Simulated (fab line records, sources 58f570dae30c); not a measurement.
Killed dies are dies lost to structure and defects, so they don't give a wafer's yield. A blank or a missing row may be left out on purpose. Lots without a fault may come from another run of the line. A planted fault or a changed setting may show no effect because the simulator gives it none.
A struck lot beside a sound one | flow berkeley_cmos170 | 14 steps out of a route of 331
Sound: wafers L751.1, L751.5, L751.6. Struck: wafers L745.4, L745.5, L745.6. The cause comes at the end.
At each step with rows: each side's tool, then ch and its chambers, then its first start. Under that, the readings that differ: sound wafers | struck wafers | difference of the means | sigmas: that difference in standard deviations of wafers without a fault.
alike: readings whose means differ by less than 2 such deviations, and words and numbers that are the same on both sides. not compared: withheld readings, readings that some wafer has no value for, bounds like >300 that may hide the same value, and numbers for which the record gives no deviation and whose values overlap.
The two part at a step that has a row with sigmas, a row that says differs or no value, or rows on one side only. Numbers that don't overlap but have no deviation are shown without sigmas and don't part them. A reading that every wafer of one side lacks parts them only if that side has two wafers or more.

first, 2 steps without rows for these wafers: UCB170_NWELL_ANNEAL_03 (time 900 s); UCB170_NWELL_CVD_04 (deposits Si3N4 from SiH2Cl2/NH3, target thk 224 nm, time 3360 s).
UCB170_NWELL_THK_MEAS_05:
  sound on film_metro-04, day 5 20:27; struck on film_metro-02, day 4 07:27
  alike: NWELL_NITRIDE_THK
then, 6 steps without rows for these wafers: UCB170_NWELL_HMDS_06 (prime time 60 s); UCB170_NWELL_COAT_07 (resist thk 900 nm); UCB170_NWELL_SOFTBAKE_08 (time 60 s); UCB170_NWELL_EXPOSE_09 (exposes mask NWELL, target cd 3000 nm); UCB170_NWELL_PEB_10; UCB170_NWELL_DEVELOP_11 (develop time 45 s).
UCB170_NWELL_OVL_MEAS_12:
  sound on overlay-02, day 5 22:42; struck on overlay-02, day 4 09:20
  alike: NWELL_OVL
UCB170_NWELL_ETCH_13: etches Si3N4 in CH3F/Ar/O2, stops on SiO2, target depth 246.4 nm, time 154 s.
  sound on rie_diel-04 ch 0,3, day 5 22:44; struck on rie_diel-04 ch 1,2,3, day 4 09:20
  alike: drypump_motor_current_A, oes_product_au, throttle_valve_pct
  not compared: rf_hours_counter_h
then, 1 step without rows for these wafers: UCB170_NWELL_IMPLANT_14.
UCB170_NWELL_STRIP_15: strips in O2.
  sound on plasma_asher-04 ch 0,1, day 5 22:59; struck on plasma_asher-02 ch 0,1, day 4 09:38
  no value came back on the struck wafers for chamber_pressure_mTorr (mTorr), drypump_motor_current_A (A), oes_product_au (a.u.), strip_time_to_endpoint_s (s); on the sound wafers chamber_pressure_mTorr (mTorr) reads 3498 3500 3497
  reading                                | sound | struck            | difference | sigmas
  model.KrF_of_NWELL_COAT_07.thk_nm (nm) | 0 0 0 | 716.1 716.1 721.9 | +718.0     |
  not compared: rf_hours_counter_h
UCB170_NWELL_TW_MEAS_16:
  sound on film_metro-04, day 5 23:05; struck on film_metro-02, day 4 09:44
  alike: NWELL_TW

WHERE THEY PART
Only at UCB170_NWELL_STRIP_15, within this record. Later steps at which nothing parts them and some readings are alike: UCB170_NWELL_TW_MEAS_16.

WHY: what the simulator had put in
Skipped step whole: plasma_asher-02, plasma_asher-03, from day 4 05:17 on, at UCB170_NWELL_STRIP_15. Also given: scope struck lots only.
